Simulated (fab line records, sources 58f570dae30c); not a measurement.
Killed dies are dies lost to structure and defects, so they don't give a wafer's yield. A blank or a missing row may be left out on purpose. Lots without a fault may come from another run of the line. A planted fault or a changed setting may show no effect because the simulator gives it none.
Which tool did it? | flow berkeley_cmos170 | 14 lots, 42 wafers sampled, at 4 steps of a route of 331

WHAT THE GAUGES READ, wafer by wafer
UCB170_NWELL_TW_MEAS_16. Usual: NWELL_TW 1242, standard deviation 8.
lot  | measured    | on            | NWELL_TW       | flag
L267 | day 2 18:35 | film_metro-04 | 1240 1241 1238 |
L268 | day 3 02:29 | film_metro-04 | 1240 1238 1243 |
L269 | day 3 06:20 | film_metro-02 | 1249 1246 1248 |
L271 | day 3 13:27 | film_metro-02 | 1251 1246 1253 |
L274 | day 4 05:43 | film_metro-03 | 1250 1250 1244 |
L273 | day 4 05:49 | film_metro-04 | 1237 1243 1228 |
L278 | day 5 01:07 | film_metro-04 | 1235 1237 1235 |
L279 | day 5 01:14 | film_metro-02 | 1257 1260 1253 |
L277 | day 5 01:31 | film_metro-03 | 1245 1248 1240 |
L280 | day 5 11:29 | film_metro-04 | 1243 1233 1238 |
L282 | day 6 00:43 | film_metro-02 | 2091 2089 2090 | OFF
L285 | day 6 07:15 | film_metro-04 | 2082 2071 2071 | OFF
L286 | day 6 16:49 | film_metro-02 | 1241 1243 1252 |
L289 | day 7 13:59 | film_metro-04 | 1231 1236 1235 |

UCB170_PVT_TW_MEAS_09. Usual: PVT_TW 503.8, standard deviation 2.7.
lot  | measured     | on            | PVT_TW            | flag
L267 | day 6 15:01  | film_metro-03 | 502.3 503.0 504.7 |
L268 | day 7 14:35  | film_metro-01 | 503.9 502.2 503.4 |
L269 | day 7 14:52  | film_metro-03 | 505.2 505.2 505.8 |
L271 | day 7 15:25  | film_metro-03 | 503.6 505.9 505.2 |
L274 | day 8 06:28  | film_metro-03 | 506.9 503.8 504.3 |
L273 | day 8 06:44  | film_metro-04 | 506.1 503.5 505.4 |
L278 | day 9 04:07  | film_metro-03 | 508.7 508.6 510.0 |
L279 | day 9 03:58  | film_metro-03 | 509.7 511.5 510.3 |
L277 | day 9 04:12  | film_metro-04 | 504.4 503.1 503.5 |
L280 | day 9 09:23  | film_metro-01 | 501.0 500.6 502.4 |
L282 | day 9 18:31  | film_metro-01 | 498.1 498.4 498.4 |
L285 | day 9 19:15  | film_metro-04 | 503.7 502.1 503.7 |
L286 | day 10 11:00 | film_metro-01 | 501.6 502.5 502.4 |
L289 | day 11 01:22 | film_metro-04 | 503.3 502.4 504.9 |

WHICH TOOL RAN EACH LOT (tool, then ch and the chambers of the sampled wafers, then the start)
lot  | UCB170_NWELL_IMPLANT_14        | UCB170_ACTIVE_ETCH_15
L267 | implanter-04 ch 0, day 2 18:21 | rie_diel-04 ch 0,2,3, day 4 23:51
L268 | implanter-03 ch 0, day 3 02:14 | rie_diel-02 ch 1,2,3, day 5 16:06
L269 | implanter-04 ch 0, day 3 06:05 | rie_diel-03 ch 1,2,3, day 5 15:45
L271 | implanter-02 ch 0, day 3 13:12 | rie_diel-02 ch 0,1, day 5 22:37
L274 | implanter-02 ch 0, day 4 05:29 | rie_diel-03 ch 0,3, day 6 19:33
L273 | implanter-03 ch 0, day 4 05:35 | rie_diel-02 ch 0,1,2, day 6 19:16
L278 | implanter-03 ch 0, day 5 00:52 | rie_diel-04 ch 1,2,3, day 7 14:29
L279 | implanter-04 ch 0, day 5 01:01 | rie_diel-02 ch 0,1,3, day 7 15:29
L277 | implanter-02 ch 0, day 5 01:17 | rie_diel-03 ch 0,2, day 7 15:08
L280 | implanter-03 ch 0, day 5 11:16 | rie_diel-04 ch 0,1,3, day 7 20:43
L282 | implanter-04 ch 0, day 6 00:28 | rie_diel-04 ch 1,2,3, day 8 08:08
L285 | implanter-04 ch 0, day 6 07:01 | rie_diel-03 ch 0,2,3, day 8 07:58
L286 | implanter-02 ch 0, day 6 16:34 | rie_diel-03 ch 0,1, day 9 01:12
L289 | implanter-03 ch 0, day 7 13:44 | rie_diel-03 ch 0,2,3, day 9 12:40
- UCB170_NWELL_IMPLANT_14
- UCB170_ACTIVE_ETCH_15: etches Si3N4 in CH3F/Ar/O2, stops on SiO2, target depth 242 nm, time 151 s.

WHAT THE TOOLS THEMSELVES READ (means of the sampled wafers that have a number; where no wafer has one, the mark that the record gives instead)
UCB170_NWELL_IMPLANT_14. Usual: dose_ions_cm2 9.998e+12, standard deviation 1e+10; end_station_pressure_torr 5.01e-06 Torr, standard deviation 2.4e-07; faraday_current_uA 31.6, standard deviation 0.61.
lot  | tool         | dose_ions_cm2 | end_station_pressure_torr (Torr) | faraday_current_uA | flag
L267 | implanter-04 | 9.993e+12     | 5.21e-06                         | 31.6               |
L268 | implanter-03 | 9.999e+12     | 4.96e-06                         | 31.4               |
L269 | implanter-04 | 1.000e+13     | 4.94e-06                         | 31.6               |
L271 | implanter-02 | 9.989e+12     | 5.15e-06                         | 31.9               |
L274 | implanter-02 | 9.992e+12     | 5.25e-06                         | 31.8               |
L273 | implanter-03 | 9.998e+12     | 4.97e-06                         | 31.0               |
L278 | implanter-03 | 9.999e+12     | 5.05e-06                         | 32.2               |
L279 | implanter-04 | 9.990e+12     | 4.77e-06                         | 31.8               |
L277 | implanter-02 | 1.001e+13     | 5.07e-06                         | 31.7               |
L280 | implanter-03 | 1.000e+13     | 4.73e-06                         | 32.1               |
L282 | implanter-04 | 5.000e+13     | 5.00e-06                         | 159.2              | OFF
L285 | implanter-04 | 5.000e+13     | 5.19e-06                         | 160.7              | OFF
L286 | implanter-02 | 9.993e+12     | 5.11e-06                         | 32.0               |
L289 | implanter-03 | 9.995e+12     | 5.04e-06                         | 32.0               |

UCB170_ACTIVE_ETCH_15. Usual: drypump_motor_current_A 5.7 A, standard deviation 0.42; oes_product_au 0.943 a.u., standard deviation 0.012; throttle_valve_pct 8.12 %, standard deviation 0.11.
lot  | tool        | drypump_motor_current_A (A) | oes_product_au (a.u.) | throttle_valve_pct (%) | flag
L267 | rie_diel-04 | 5.7                         | 0.942                 | 8.09                   |
L268 | rie_diel-02 | 6.0                         | 0.941                 | 8.04                   |
L269 | rie_diel-03 | 5.6                         | 0.945                 | 8.24                   |
L271 | rie_diel-02 | 5.4                         | 0.939                 | 8.07                   |
L274 | rie_diel-03 | 6.0                         | 0.958                 | 8.17                   |
L273 | rie_diel-02 | 5.6                         | 0.944                 | 8.02                   |
L278 | rie_diel-04 | 5.7                         | 0.941                 | 8.09                   |
L279 | rie_diel-02 | 5.7                         | 0.949                 | 8.08                   |
L277 | rie_diel-03 | 5.1                         | 0.929                 | 8.18                   |
L280 | rie_diel-04 | 5.8                         | 0.941                 | 8.07                   |
L282 | rie_diel-04 | 5.7                         | 0.956                 | 8.09                   |
L285 | rie_diel-03 | 5.5                         | 0.947                 | 8.18                   |
L286 | rie_diel-03 | 5.6                         | 0.939                 | 8.15                   |
L289 | rie_diel-03 | 5.5                         | 0.944                 | 8.18                   |

THE ANSWER, worked out from the rows above alone
Rule: a lot is off if the mean of its wafers that have a number lies more than 3 standard deviations from the usual mean. A lot without any number at a reading at which 4 lots or more have one is off too. The other lots that the step has rows for count as sound. The gauges are gone through in route order, then the tools' own readings, and for those a lot's mean is taken as printed above. The first step at which some lot is off is used, and at that step the reading that is off furthest; a lot without a number counts as furthest.
Off: L282, L285, at UCB170_NWELL_TW_MEAS_16 (NWELL_TW).
A tool fits if, at a process step before that reading, it ran every lot that is off, and no sound lot after the first of them. The gauges at UCB170_NWELL_TW_MEAS_16 aren't tried: what is off there is off at UCB170_NWELL_IMPLANT_14 too, on other tools, and a gauge's error can't cause that. One fits: implanter-04 at UCB170_NWELL_IMPLANT_14. Its last sound lot is L279 (day 5 01:01), its first lot that is off L282 (day 6 00:28): a fault that began between those two fits.
The tool's own readings at UCB170_NWELL_IMPLANT_14 bear it out: on the lots that are off they differ by more than 5 times the standard deviation of the sound lots' means. dose_ions_cm2 reads 5.000e+13 there against 9.996e+12 on the sound lots; faraday_current_uA reads 159.9 there against 31.8 on the sound lots.

WHAT THE SIMULATOR HAD PUT IN
Process parameter drift: implanter-04, from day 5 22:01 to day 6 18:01, at UCB170_NWELL_IMPLANT_14. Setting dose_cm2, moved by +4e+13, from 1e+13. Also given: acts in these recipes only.
Lots struck among those shown: L282, L285. The rule above found the same.
